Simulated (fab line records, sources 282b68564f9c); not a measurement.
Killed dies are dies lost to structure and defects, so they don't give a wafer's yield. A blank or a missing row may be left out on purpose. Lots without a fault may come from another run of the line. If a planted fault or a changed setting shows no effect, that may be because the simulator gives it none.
fab line records + flow rit_cmos
[record]
- lots = 6
- wafers = 18
- last_day = 7
route steps=202 shown PWELL@42 WELLDRIVE@50 NWELL@51 NRETRO@53 PRETRO@64 M1@202
lots that met no fault: taken from a fault-free run of the same line
start_h: the number of hours between the record's first day and the start of the first shown wafer of the lot + wait_h: hours from the lot's prior step to this one + " unchanged from the row above + L1.1+2: a single row standing in for several wafers + - no value, or no start was given + * or withheld: withheld + < > ~ a bound
route shown NAME@n: NAME is a module with steps in the file, n the number in the route of the first one + usual: the fault-free wafers' mean and standard deviation + same: alike in all rows + chamber/n: place in a boat + sites: the reading at each site + _std_site: the values' standard deviation + _edge_site: mean of outer sites minus mean of inner sites + radius_mm: for every site, how far away it sits from the centre of the wafer + mask NAME#n: copy n + behind: the most recent tool/chamber to have shaped the wafer + hold: cause of the lot's hold/its duration in hours/its outcome + device: the transistor (n, p or np) that didn't switch + end of line: the route-end tests of the same wafers + a step given without rows: its recipe and nothing more + killed: the dies lost at the first sort to structure and to defects; this is not the yield of the wafer + map: a wafer's dies, x killed, . not, _ none there
set.NAME: the setting that was run; set.NAME@STEP: the one run at that earlier step + model.NAME: the simulator's own value behind a step, which no gauge read
a table for each step, a row for each wafer; lots at some steps of the route
services: from which hour (start_h, from the record's first day; less than 0 if before it) a tool's chamber was out of use, for how many hours, and why
[[steps]]
[step RIT_PWELL_EXPOSE_03]
[recipe]
- mask_id = M3
- na = 0.57
- target_cd_nm = 43700
- dose_mj = 250
[step RIT_PWELL_PEB_04]
[recipe]
- resist = NOVOLAK
- temp_c = withheld
- time_s = withheld
[step RIT_PWELL_DEVELOP_05]
[recipe]
- resist = NOVOLAK
- develop_time_s = 68
- dev_temp_c = 23
[step RIT_PWELL_OVL_MEAS_06]
[usual]
- PWELL_OVL = 0.2/1.4
| lot.wafer | tool       | chamber | start_h | wait_h | PWELL_OVL[nm] |
|-----------|------------|---------|---------|--------|---------------|
| L558.1    | overlay-01 | -       | 60.95   | -      | -0.8          |
| L558.5    | "          | -       | "       | "      | -0.8          |
| L558.6    | "          | -       | "       | "      | -0.8          |
| L560.1    | overlay-02 | -       | 67.42   | -      | -1.2          |
| L560.3    | "          | -       | "       | "      | -0.3          |
| L560.6    | "          | -       | "       | "      | 0.1           |
| L561.4    | overlay-02 | -       | 72.44   | -      | 2.0           |
| L561.5    | "          | -       | "       | "      | 2.2           |
| L561.6    | "          | -       | "       | "      | 1.1           |
| L570.2    | overlay-01 | -       | 120.05  | -      | 2.0           |
| L570.3    | "          | -       | "       | "      | 0.3           |
| L570.4    | "          | -       | "       | "      | 0.1           |
| L572.1    | overlay-02 | -       | 129.38  | -      | -1.5          |
| L572.2    | "          | -       | "       | "      | -1.6          |
| L572.6    | "          | -       | "       | "      | 0.1           |
| L573.2    | overlay-01 | -       | 137.34  | -      | -0.3          |
| L573.4    | "          | -       | "       | "      | 0.1           |
| L573.6    | "          | -       | "       | "      | 1.2           |
[step RIT_PWELL_HARDBAKE_07]
[recipe]
- resist = NOVOLAK
- temp_c = 140
- time_s = 120
[step RIT_PWELL_IMPLANT_08]
[recipe]
- species = B
- energy_kev = 170
- dose_cm2 = 7e+13
- tilt_deg = 7
[step RIT_PWELL_STRIP_09]
[recipe]
- chemistry = O2
- time_s = 180
- resist = NOVOLAK
- platen_temp_c = withheld
- power_w = 500
- pressure_mtorr = 4000
- o2_flow_sccm = 4000
[usual]
- drypump_motor_current_A = 5.8/0.48
[same]
- time_s = 180
| lot.wafer | tool            | chamber | start_h | wait_h | drypump_motor_current_A | rf_hours_counter_h |
|-----------|-----------------|---------|---------|--------|-------------------------|--------------------|
| L558.1    | plasma_asher-03 | 0       | 61.39   | 0.1    | 5.7                     | 32                 |
| L558.5    | "               | 1       | "       | "      | 5.1                     | -                  |
| L558.6    | "               | 0       | "       | "      | 5.8                     | -                  |
| L560.1    | plasma_asher-02 | 0       | 67.85   | 0.1    | 5.4                     | 26                 |
| L560.3    | "               | 0       | "       | "      | 5.4                     | -                  |
| L560.6    | "               | 1       | "       | "      | 6.5                     | -                  |
| L561.4    | plasma_asher-03 | 1       | 72.95   | 0.1    | 5.1                     | -                  |
| L561.5    | "               | 0       | "       | "      | 5.7                     | -                  |
| L561.6    | "               | 1       | "       | "      | 5.1                     | -                  |
| L570.2    | plasma_asher-03 | 1       | 120.48  | 0.1    | 5.1                     | 38                 |
| L570.3    | "               | 0       | "       | "      | 5.8                     | -                  |
| L570.4    | "               | 1       | "       | "      | 5.1                     | -                  |
| L572.1    | plasma_asher-01 | 1       | 129.82  | 0.1    | 6.3                     | 54                 |
| L572.2    | "               | 0       | "       | "      | 5.8                     | 54                 |
| L572.6    | "               | 0       | "       | "      | 5.7                     | -                  |
| L573.2    | plasma_asher-03 | 0       | 137.77  | 0.1    | 5.8                     | 40                 |
| L573.4    | "               | 0       | "       | "      | 5.8                     | -                  |
| L573.6    | "               | 0       | "       | "      | 5.8                     | -                  |
[step RIT_PWELL_TW_MEAS_10]
[usual]
- PWELL_TW = 947/11
| lot.wafer | tool          | chamber | start_h | wait_h | PWELL_TW |
|-----------|---------------|---------|---------|--------|----------|
| L558.1    | film_metro-04 | -       | 61.57   | 0.1    | 934      |
| L558.5    | "             | -       | "       | "      | 936      |
| L558.6    | "             | -       | "       | "      | 937      |
| L560.1    | film_metro-04 | -       | 68.03   | 0.1    | 936      |
| L560.3    | "             | -       | "       | "      | 941      |
| L560.6    | "             | -       | "       | "      | 934      |
| L561.4    | film_metro-02 | -       | 73.10   | 0.1    | 940      |
| L561.5    | "             | -       | "       | "      | 936      |
| L561.6    | "             | -       | "       | "      | 937      |
| L570.2    | film_metro-02 | -       | 120.66  | 0.1    | 938      |
| L570.3    | "             | -       | "       | "      | 938      |
| L570.4    | "             | -       | "       | "      | 935      |
| L572.1    | film_metro-01 | -       | 130.00  | 0.1    | 960      |
| L572.2    | "             | -       | "       | "      | 961      |
| L572.6    | "             | -       | "       | "      | 962      |
| L573.2    | film_metro-04 | -       | 137.95  | 0.1    | 941      |
| L573.4    | "             | -       | "       | "      | 946      |
| L573.6    | "             | -       | "       | "      | 944      |
[step RIT_WELLDRIVE_ANNEAL_00]
[recipe]
- temp_c = 1100
- time_s = 14700
- ambient = N2
[step RIT_WELLDRIVE_RS_MEAS_01]
[recipe]
- thk_meas_gauge = four-point-probe
[usual]
- NWELL_RS = 275.4/0.67
| lot.wafer | tool          | chamber | start_h | wait_h | NWELL_RS[ohm/sq] |
|-----------|---------------|---------|---------|--------|------------------|
| L558.1    | film_metro-02 | -       | 66.71   | 0.0    | 275.9            |
| L558.5    | "             | -       | "       | "      | 275.2            |
| L558.6    | "             | -       | "       | "      | 275.8            |
| L560.1    | film_metro-01 | -       | 73.17   | 0.0    | 275.1            |
| L560.3    | "             | -       | "       | "      | 275.1            |
| L560.6    | "             | -       | "       | "      | 275.2            |
| L561.4    | film_metro-01 | -       | 78.27   | 0.1    | 275.1            |
| L561.5    | "             | -       | "       | "      | 274.8            |
| L561.6    | "             | -       | "       | "      | 274.2            |
| L570.2    | film_metro-01 | -       | 128.38  | 0.0    | 275.0            |
| L570.3    | "             | -       | "       | "      | 275.0            |
| L570.4    | "             | -       | "       | "      | 275.2            |
| L572.1    | film_metro-04 | -       | 136.12  | 0.0    | 275.1            |
| L572.2    | "             | -       | "       | "      | 274.8            |
| L572.6    | "             | -       | "       | "      | 275.0            |
| L573.2    | film_metro-02 | -       | 145.30  | 0.0    | 276.6            |
| L573.4    | "             | -       | "       | "      | 276.0            |
| L573.6    | "             | -       | "       | "      | 276.0            |
[step RIT_WELLDRIVE_RS_MEAS_02]
[recipe]
- thk_meas_gauge = four-point-probe
[usual]
- PWELL_RS = 429.7/1.1
| lot.wafer | tool          | chamber | start_h | wait_h | PWELL_RS[ohm/sq] |
|-----------|---------------|---------|---------|--------|------------------|
| L558.1    | film_metro-02 | -       | 66.83   | 0.1    | 429.2            |
| L558.5    | "             | -       | "       | "      | 428.4            |
| L558.6    | "             | -       | "       | "      | 428.1            |
| L560.1    | film_metro-01 | -       | 73.29   | 0.1    | 431.0            |
| L560.3    | "             | -       | "       | "      | 430.0            |
| L560.6    | "             | -       | "       | "      | 431.0            |
| L561.4    | film_metro-01 | -       | 78.39   | 0.1    | 431.1            |
| L561.5    | "             | -       | "       | "      | 428.9            |
| L561.6    | "             | -       | "       | "      | 430.0            |
| L570.2    | film_metro-01 | -       | 128.50  | 0.1    | 429.4            |
| L570.3    | "             | -       | "       | "      | 430.0            |
| L570.4    | "             | -       | "       | "      | 428.6            |
| L572.1    | film_metro-04 | -       | 136.24  | 0.1    | 429.5            |
| L572.2    | "             | -       | "       | "      | 429.8            |
| L572.6    | "             | -       | "       | "      | 428.9            |
| L573.2    | film_metro-02 | -       | 145.42  | 0.1    | 429.2            |
| L573.4    | "             | -       | "       | "      | 428.5            |
| L573.6    | "             | -       | "       | "      | 430.0            |
[step RIT_NRETRO_HMDS_00]
[recipe]
- prime_time_s = 60
- prime_temp_c = 140
[step RIT_NRETRO_COAT_01]
[recipe]
- resist = NOVOLAK
- spin_rpm = 2000
- resist_thk_nm = 1289
[usual]
- chill_plate_temp_C = 23.00/0.11
- dispense_pressure_kPa = 54.2/2.6
| lot.wafer | tool           | chamber | start_h | wait_h | chill_plate_temp_C | dispense_pressure_kPa |
|-----------|----------------|---------|---------|--------|--------------------|-----------------------|
| L558.1    | litho_track-02 | 0       | 67.11   | 0.1    | 22.90              | 51.3                  |
| L558.5    | "              | 0       | "       | "      | 22.89              | 51.3                  |
| L558.6    | "              | 0       | "       | "      | 22.90              | 51.3                  |
| L560.1    | litho_track-03 | -       | 73.56   | 0.1    | -                  | -                     |
| L560.3    | "              | -       | "       | "      | -                  | -                     |
| L560.6    | "              | -       | "       | "      | -                  | -                     |
| L561.4    | litho_track-03 | -       | 78.67   | 0.1    | -                  | -                     |
| L561.5    | "              | -       | "       | "      | -                  | -                     |
| L561.6    | "              | -       | "       | "      | -                  | -                     |
| L570.2    | litho_track-04 | 0       | 128.78  | 0.1    | 23.00              | 57.5                  |
| L570.3    | "              | 0       | "       | "      | 22.99              | 57.5                  |
| L570.4    | "              | 0       | "       | "      | 22.90              | 57.4                  |
| L572.1    | litho_track-03 | 0       | 136.51  | 0.1    | 22.95              | 53.2                  |
| L572.2    | "              | 0       | "       | "      | 23.15              | 53.2                  |
| L572.6    | "              | 0       | "       | "      | 22.81              | 53.2                  |
| L573.2    | litho_track-02 | 0       | 145.70  | 0.1    | 22.74              | 51.3                  |
| L573.4    | "              | 0       | "       | "      | 22.80              | 51.3                  |
| L573.6    | "              | 0       | "       | "      | 22.87              | 51.3                  |
[step RIT_NRETRO_SOFTBAKE_02]
[recipe]
- resist = NOVOLAK
- temp_c = 90
- time_s = 60
[step RIT_NRETRO_EXPOSE_03]
[recipe]
- mask_id = M4
- na = 0.57
- target_cd_nm = 43900
- dose_mj = 250
[step RIT_NRETRO_PEB_04]
[recipe]
- resist = NOVOLAK
- temp_c = withheld
- time_s = withheld
[step RIT_NRETRO_DEVELOP_05]
[recipe]
- resist = NOVOLAK
- develop_time_s = 69.64
- dev_temp_c = 23
[step RIT_NRETRO_OVL_MEAS_06]
[usual]
- NRETRO_OVL = 0.9/1.5
| lot.wafer | tool       | chamber | start_h | wait_h | NRETRO_OVL[nm] |
|-----------|------------|---------|---------|--------|----------------|
| L558.1    | overlay-02 | -       | 67.84   | -      | 1.4            |
| L558.5    | "          | -       | "       | "      | 3.0            |
| L558.6    | "          | -       | "       | "      | 2.1            |
| L560.1    | overlay-02 | -       | 74.42   | -      | -              |
| L560.3    | "          | -       | "       | "      | -              |
| L560.6    | "          | -       | "       | "      | -              |
| L561.4    | overlay-02 | -       | 79.35   | -      | -              |
| L561.5    | "          | -       | "       | "      | -              |
| L561.6    | "          | -       | "       | "      | -              |
| L570.2    | overlay-02 | -       | 129.61  | -      | 0.3            |
| L570.3    | "          | -       | "       | "      | 1.1            |
| L570.4    | "          | -       | "       | "      | 0.7            |
| L572.1    | overlay-02 | -       | 137.37  | -      | -1.1           |
| L572.2    | "          | -       | "       | "      | 0.8            |
| L572.6    | "          | -       | "       | "      | 0.6            |
| L573.2    | overlay-01 | -       | 146.41  | -      | 2.9            |
| L573.4    | "          | -       | "       | "      | 2.8            |
| L573.6    | "          | -       | "       | "      | 3.9            |
[step RIT_NRETRO_HARDBAKE_07]
[recipe]
- resist = NOVOLAK
- temp_c = 140
- time_s = 120
[step RIT_NRETRO_IMPLANT_08]
[recipe]
- species = P
- energy_kev = 70
- dose_cm2 = 1e+13
- tilt_deg = 7
[step RIT_NRETRO_STRIP_09]
[recipe]
- chemistry = O2
- time_s = 180
- resist = NOVOLAK
- platen_temp_c = withheld
- power_w = 500
- pressure_mtorr = 4000
- o2_flow_sccm = 4000
[usual]
- drypump_motor_current_A = 5.8/0.57
[same]
- time_s = 180
| lot.wafer | tool            | chamber | start_h | wait_h | drypump_motor_current_A | rf_hours_counter_h |
|-----------|-----------------|---------|---------|--------|-------------------------|--------------------|
| L558.1    | plasma_asher-03 | 0       | 68.28   | 0.1    | 5.8                     | 33                 |
| L558.5    | "               | 1       | "       | "      | 5.1                     | -                  |
| L558.6    | "               | 0       | "       | "      | 5.8                     | -                  |
| L560.1    | plasma_asher-02 | 0       | 74.85   | 0.1    | 5.4                     | 27                 |
| L560.3    | "               | 0       | "       | "      | 5.4                     | -                  |
| L560.6    | "               | 1       | "       | "      | 6.5                     | -                  |
| L561.4    | plasma_asher-02 | 0       | 79.82   | 0.1    | 5.4                     | -                  |
| L561.5    | "               | 1       | "       | "      | 6.5                     | -                  |
| L561.6    | "               | 0       | "       | "      | 5.4                     | -                  |
| L570.2    | plasma_asher-03 | 0       | 130.04  | 0.1    | 5.8                     | 39                 |
| L570.3    | "               | 1       | "       | "      | 5.1                     | -                  |
| L570.4    | "               | 0       | "       | "      | 5.8                     | -                  |
| L572.1    | plasma_asher-04 | 1       | 137.80  | 0.1    | 5.2                     | 2                  |
| L572.2    | "               | 0       | "       | "      | 6.6                     | 2                  |
| L572.6    | "               | 0       | "       | "      | 6.6                     | -                  |
| L573.2    | plasma_asher-03 | 1       | 146.84  | 0.1    | 5.1                     | 41                 |
| L573.4    | "               | 0       | "       | "      | 5.8                     | -                  |
| L573.6    | "               | 0       | "       | "      | 5.8                     | -                  |
[step RIT_NRETRO_TW_MEAS_10]
[usual]
- NRETRO_TW = 1055/13
| lot.wafer | tool          | chamber | start_h | wait_h | NRETRO_TW |
|-----------|---------------|---------|---------|--------|-----------|
| L558.1    | film_metro-03 | -       | 68.45   | 0.1    | 1072      |
| L558.5    | "             | -       | "       | "      | 1067      |
| L558.6    | "             | -       | "       | "      | 1070      |
| L560.1    | film_metro-01 | -       | 75.03   | 0.1    | 1069      |
| L560.3    | "             | -       | "       | "      | 1069      |
| L560.6    | "             | -       | "       | "      | 1071      |
| L561.4    | film_metro-01 | -       | 79.97   | 0.1    | 1063      |
| L561.5    | "             | -       | "       | "      | 1069      |
| L561.6    | "             | -       | "       | "      | 1070      |
| L570.2    | film_metro-01 | -       | 130.23  | 0.1    | 1066      |
| L570.3    | "             | -       | "       | "      | 1064      |
| L570.4    | "             | -       | "       | "      | 1067      |
| L572.1    | film_metro-01 | -       | 137.98  | 0.1    | 1060      |
| L572.2    | "             | -       | "       | "      | 1058      |
| L572.6    | "             | -       | "       | "      | 1062      |
| L573.2    | film_metro-04 | -       | 147.02  | 0.1    | 1036      |
| L573.4    | "             | -       | "       | "      | 1032      |
| L573.6    | "             | -       | "       | "      | 1032      |
[step RIT_PRETRO_HMDS_00]
[recipe]
- prime_time_s = 60
- prime_temp_c = 140
[step RIT_PRETRO_COAT_01]
[recipe]
- resist = NOVOLAK
- spin_rpm = 2000
- resist_thk_nm = 1300
[step RIT_PRETRO_SOFTBAKE_02]
[recipe]
- resist = NOVOLAK
- temp_c = 90
- time_s = 60
[step RIT_PRETRO_EXPOSE_03]
[recipe]
- mask_id = M5
- na = 0.57
- target_cd_nm = 43700
- dose_mj = 250
[step RIT_PRETRO_PEB_04]
[recipe]
- resist = NOVOLAK
- temp_c = withheld
- time_s = withheld
[step RIT_PRETRO_DEVELOP_05]
[recipe]
- resist = NOVOLAK
- develop_time_s = 68
- dev_temp_c = 23
[step RIT_PRETRO_OVL_MEAS_06]
[usual]
- PRETRO_OVL = 0.2/1.2
| lot.wafer | tool       | chamber | start_h | wait_h | PRETRO_OVL[nm] |
|-----------|------------|---------|---------|--------|----------------|
| L558.1    | overlay-02 | -       | 69.66   | -      | -1.1           |
| L558.5    | "          | -       | "       | "      | -2.5           |
| L558.6    | "          | -       | "       | "      | -1.8           |
| L560.1    | overlay-01 | -       | 76.09   | -      | 2.0            |
| L560.3    | "          | -       | "       | "      | 1.1            |
| L560.6    | "          | -       | "       | "      | 0.4            |
| L561.4    | overlay-01 | -       | 80.90   | -      | 1.1            |
| L561.5    | "          | -       | "       | "      | -0.4           |
| L561.6    | "          | -       | "       | "      | 1.8            |
| L570.2    | overlay-02 | -       | 131.16  | -      | 1.7            |
| L570.3    | "          | -       | "       | "      | 2.0            |
| L570.4    | "          | -       | "       | "      | 2.0            |
| L572.1    | overlay-01 | -       | 138.92  | -      | -0.2           |
| L572.2    | "          | -       | "       | "      | 0.5            |
| L572.6    | "          | -       | "       | "      | 1.0            |
| L573.2    | overlay-01 | -       | 147.96  | -      | -1.5           |
| L573.4    | "          | -       | "       | "      | -0.5           |
| L573.6    | "          | -       | "       | "      | 0.0            |
[step RIT_PRETRO_HARDBAKE_07]
[recipe]
- resist = NOVOLAK
- temp_c = 140
- time_s = 120
[step RIT_PRETRO_IMPLANT_08]
[recipe]
- species = B
- energy_kev = 45
- dose_cm2 = 1.2e+13
- tilt_deg = 7
[step RIT_PRETRO_STRIP_09]
[recipe]
- chemistry = O2
- time_s = 180
- resist = NOVOLAK
- platen_temp_c = withheld
- power_w = 500
- pressure_mtorr = 4000
- o2_flow_sccm = 4000
[usual]
- drypump_motor_current_A = 5.7/0.51
[same]
- time_s = 180
| lot.wafer | tool            | chamber | start_h | wait_h | drypump_motor_current_A | rf_hours_counter_h |
|-----------|-----------------|---------|---------|--------|-------------------------|--------------------|
| L558.1    | plasma_asher-03 | 0       | 70.09   | 0.1    | 5.7                     | 33                 |
| L558.5    | "               | 0       | "       | "      | 5.7                     | -                  |
| L558.6    | "               | 1       | "       | "      | 5.1                     | -                  |
| L560.1    | plasma_asher-04 | 0       | 76.53   | 0.1    | 6.6                     | 49                 |
| L560.3    | "               | 0       | "       | "      | 6.6                     | -                  |
| L560.6    | "               | 1       | "       | "      | 5.2                     | -                  |
| L561.4    | plasma_asher-01 | 1       | 81.38   | 0.1    | 6.3                     | -                  |
| L561.5    | "               | 0       | "       | "      | 5.8                     | -                  |
| L561.6    | "               | 1       | "       | "      | 6.3                     | -                  |
| L570.2    | plasma_asher-03 | 0       | 131.59  | 0.1    | 5.7                     | 39                 |
| L570.3    | "               | 1       | "       | "      | 5.1                     | -                  |
| L570.4    | "               | 0       | "       | "      | 5.8                     | -                  |
| L572.1    | plasma_asher-03 | 1       | 139.35  | 0.1    | 5.1                     | 40                 |
| L572.2    | "               | 0       | "       | "      | 5.8                     | 40                 |
| L572.6    | "               | 1       | "       | "      | 5.1                     | -                  |
| L573.2    | plasma_asher-03 | 1       | 148.39  | 0.1    | 5.1                     | 41                 |
| L573.4    | "               | 1       | "       | "      | 5.1                     | -                  |
| L573.6    | "               | 1       | "       | "      | 5.1                     | -                  |
[step RIT_PRETRO_TW_MEAS_10]
[usual]
- PRETRO_TW = 477/6.4
| lot.wafer | tool          | chamber | start_h | wait_h | hold                     | PRETRO_TW |
|-----------|---------------|---------|---------|--------|--------------------------|-----------|
| L558.1    | film_metro-03 | -       | 70.27   | 0.1    | -                        | 485       |
| L558.5    | "             | -       | "       | "      | -                        | 481       |
| L558.6    | "             | -       | "       | "      | -                        | 482       |
| L560.1    | film_metro-03 | -       | 76.71   | 0.1    | await_dispo/0.2h/release | 1082      |
| L560.3    | "             | -       | "       | "      | await_dispo/0.2h/release | 1087      |
| L560.6    | "             | -       | "       | "      | await_dispo/0.2h/release | 1082      |
| L560.1    | film_metro-03 | -       | 76.93   | 0.2    | -                        | 1085      |
| L560.3    | "             | -       | "       | "      | -                        | 1083      |
| L560.6    | "             | -       | "       | "      | -                        | 1087      |
| L561.4    | film_metro-01 | -       | 81.52   | 0.1    | await_dispo/0.2h/release | 1093      |
| L561.5    | "             | -       | "       | "      | await_dispo/0.2h/release | 1091      |
| L561.6    | "             | -       | "       | "      | await_dispo/0.2h/release | 1094      |
| L561.4    | film_metro-01 | -       | 81.75   | 0.2    | -                        | 1099      |
| L561.5    | "             | -       | "       | "      | -                        | 1095      |
| L561.6    | "             | -       | "       | "      | -                        | 1088      |
| L570.2    | film_metro-02 | -       | 131.78  | 0.1    | -                        | 471       |
| L570.3    | "             | -       | "       | "      | -                        | 468       |
| L570.4    | "             | -       | "       | "      | -                        | 468       |
| L572.1    | film_metro-01 | -       | 139.53  | 0.1    | -                        | 479       |
| L572.2    | "             | -       | "       | "      | -                        | 482       |
| L572.6    | "             | -       | "       | "      | -                        | 481       |
| L573.2    | film_metro-01 | -       | 148.57  | 0.1    | -                        | 484       |
| L573.4    | "             | -       | "       | "      | -                        | 484       |
| L573.6    | "             | -       | "       | "      | -                        | 481       |
[step RIT_M1_PROBE_99]
[usual]
- defect_limited_yield = 97.5/1.1
- killed_at_M0_to_M3 = 0.0/0.14
- killed_at_contacts = 0.1/0.3
- killed_at_front_end = 6.5/2.9
- killed_dies = 6.6/3
- killed_open = 3.3/2
- killed_short = 3.3/1.9
- sort_bin_3_pad_short = 0.1/0.2
- sort_bin_5_function = 1.4/0.78
- sort_bin_6_memory = 1.0/0.71
- sort_n_pass = 257.4/3
- sort_yield_pct = 97.5/1.1
[same]
- gross_dies = 264
- killed_at_M4_up = 0
- killed_at_back_side = 0
- killed_at_other = 0
| lot.wafer | tool      | chamber | start_h | wait_h | defect_limited_yield[%] | killed_at_M0_to_M3 | killed_at_contacts | killed_at_front_end | killed_dies | killed_open | killed_short | sort_bin_3_pad_short[%] | sort_bin_5_function[%] | sort_bin_6_memory[%] | sort_n_pass | sort_yield_pct[%] |
|-----------|-----------|---------|---------|--------|-------------------------|--------------------|--------------------|---------------------|-------------|-------------|--------------|-------------------------|------------------------|----------------------|-------------|-------------------|
| L558.1    | prober-02 | -       | 99.99   | 0.1    | 96.6                    | 0                  | 0                  | 9                   | 9           | 4           | 5            | 0.4                     | 1.1                    | 1.9                  | 255.0       | 96.6              |
| L558.5    | prober-02 | -       | 100.19  | 0.2    | 97.3                    | 0                  | 0                  | 7                   | 7           | 3           | 4            | 0.8                     | 1.5                    | 0.4                  | 257.0       | 97.3              |
| L558.6    | prober-02 | -       | 100.24  | 0.2    | 98.1                    | 0                  | 0                  | 5                   | 5           | 4           | 1            | 0                       | 1.1                    | 0.8                  | 259.0       | 98.1              |
| L570.2    | prober-02 | -       | 160.91  | 0.1    | 97.0                    | 0                  | 0                  | 8                   | 8           | 2           | 6            | 0                       | 2.3                    | 0.8                  | 256.0       | 97.0              |
| L570.3    | prober-02 | -       | 160.96  | 0.2    | 97.0                    | 0                  | 0                  | 8                   | 8           | 4           | 4            | 0                       | 1.9                    | 1.1                  | 256.0       | 97.0              |
| L570.4    | prober-02 | -       | 161.01  | 0.2    | 99.2                    | 0                  | 0                  | 2                   | 2           | 2           | 0            | 0                       | 0.4                    | 0.4                  | 262.0       | 99.2              |
| L572.1    | prober-02 | -       | 171.43  | 0.1    | 96.2                    | 0                  | 0                  | 10                  | 10          | 6           | 4            | 0                       | 2.3                    | 1.5                  | 254.0       | 96.2              |
| L572.2    | prober-02 | -       | 171.48  | 0.1    | 98.1                    | 0                  | 1                  | 4                   | 5           | 1           | 4            | 0.4                     | 0.4                    | 1.1                  | 259.0       | 98.1              |
| L572.6    | prober-02 | -       | 171.68  | 0.2    | 98.1                    | 0                  | 0                  | 5                   | 5           | 4           | 1            | 0                       | 1.1                    | 0.8                  | 259.0       | 98.1              |
| L573.2    | prober-01 | -       | 177.58  | 0.1    | 95.5                    | 0                  | 0                  | 12                  | 12          | 5           | 7            | 0.4                     | 1.9                    | 2.3                  | 252.0       | 95.5              |
| L573.4    | prober-01 | -       | 177.68  | 0.2    | 97.3                    | 1                  | 0                  | 6                   | 7           | 5           | 2            | 0                       | 1.5                    | 1.1                  | 257.0       | 97.3              |
| L573.6    | prober-01 | -       | 177.78  | 0.2    | 97.3                    | 0                  | 0                  | 7                   | 7           | 4           | 3            | 0.4                     | 1.1                    | 1.1                  | 257.0       | 97.3              |
// killed by level:class
L558.1 FOX2:geometric_particle:open=2 FOX2:geometric_particle:short=1 GATE:geometric_particle:short=1 GATE:geometric_particle:open=1 REOX:geometric_particle:short=1 SPACER:geometric_particle:open=1 SPACER:geometric_particle:short=1 SILICIDE:geometric_particle:short=1
L558.5 GATE:geometric_particle:short=3 REOX:geometric_particle:open=2 REOX:geometric_particle:short=1 SILICIDE:geometric_particle:open=1
L558.6 GATE:geometric_particle:open=4 GATE:geometric_particle:short=1
L570.2 GATE:geometric_particle:short=5 GATE:geometric_particle:open=1 REOX:geometric_particle:short=1 REOX:geometric_particle:open=1
L570.3 FOX1:geometric_particle:open=1 FOX1:geometric_particle:short=1 FOX2:geometric_particle:open=1 FOX2:geometric_particle:short=1 GATE:geometric_particle:open=1 GATE:geometric_particle:short=1 REOX:geometric_particle:open=1 SILICIDE:geometric_particle:short=1
L570.4 FOX1:geometric_particle:open=1 GATE:geometric_particle:open=1
L572.1 FOX1:geometric_particle:open=2 GATE:geometric_particle:short=2 GATE:geometric_particle:open=2 REOX:geometric_particle:open=2 SPACER:geometric_particle:short=2
L572.2 GATE:geometric_particle:short=3 SPACER:geometric_particle:short=1 CONTACT:geometric_particle:open=1
L572.6 GATE:geometric_particle:open=3 FOX1:geometric_particle:open=1 SILICIDE:geometric_particle:short=1
L573.2 GATE:geometric_particle:open=3 REOX:geometric_particle:short=3 SPACER:geometric_particle:short=2 FOX2:geometric_particle:short=1 REOX:geometric_particle:open=1 SPACER:geometric_particle:open=1 SILICIDE:geometric_particle:short=1
L573.4 GATE:geometric_particle:open=3 FOX2:geometric_particle:short=1 GATE:geometric_particle:short=1 SPACER:geometric_particle:open=1 M1:geometric_particle:open=1
L573.6 GATE:geometric_particle:open=2 SPACER:geometric_particle:open=2 FOX2:geometric_particle:short=1 GATE:geometric_particle:short=1 SILICIDE:geometric_particle:short=1
[[services]]
| tool            | chamber | start_h | hours | kind       |
|-----------------|---------|---------|-------|------------|
| plasma_asher-04 | -       | 108.75  | 9.0   | pm         |
| plasma_asher-04 | 0       | 108.75  | 9.0   | vent_cycle |
| plasma_asher-04 | 1       | 108.75  | 9.0   | vent_cycle |
| plasma_asher-04 | 0       | 117.75  | -     | clean      |
| plasma_asher-04 | 1       | 117.75  | -     | clean      |
[[key]]
[first_sign]
- step = RIT_NRETRO_COAT_01
- reading = tool_record
- direction = missing
[effect]
- step = RIT_NRETRO_OVL_MEAS_06
- reading = NRETRO_OVL
- direction = missing
[effect]
- step = RIT_PRETRO_TW_MEAS_10
- reading = visit
- direction = added
[effect]
- step = RIT_PRETRO_TW_MEAS_10
- reading = PRETRO_TW
- direction = up
- sigmas = 96
- usual = 477
- struck = 1088
met_at RIT_NRETRO_COAT_01
struck_wafers L560.1,L560.3,L560.6,L561.4,L561.5,L561.6
scrapped_behind RIT_PRETRO_TW_MEAS_10 L560.1,L560.3,L560.6,L561.4,L561.5,L561.6
[fault]
- kind = skipped_step_whole
- tool = litho_track-03
- chamber = -
- onset_h = 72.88
- steps = RIT_NRETRO_COAT_01
- scope = struck_lots_only
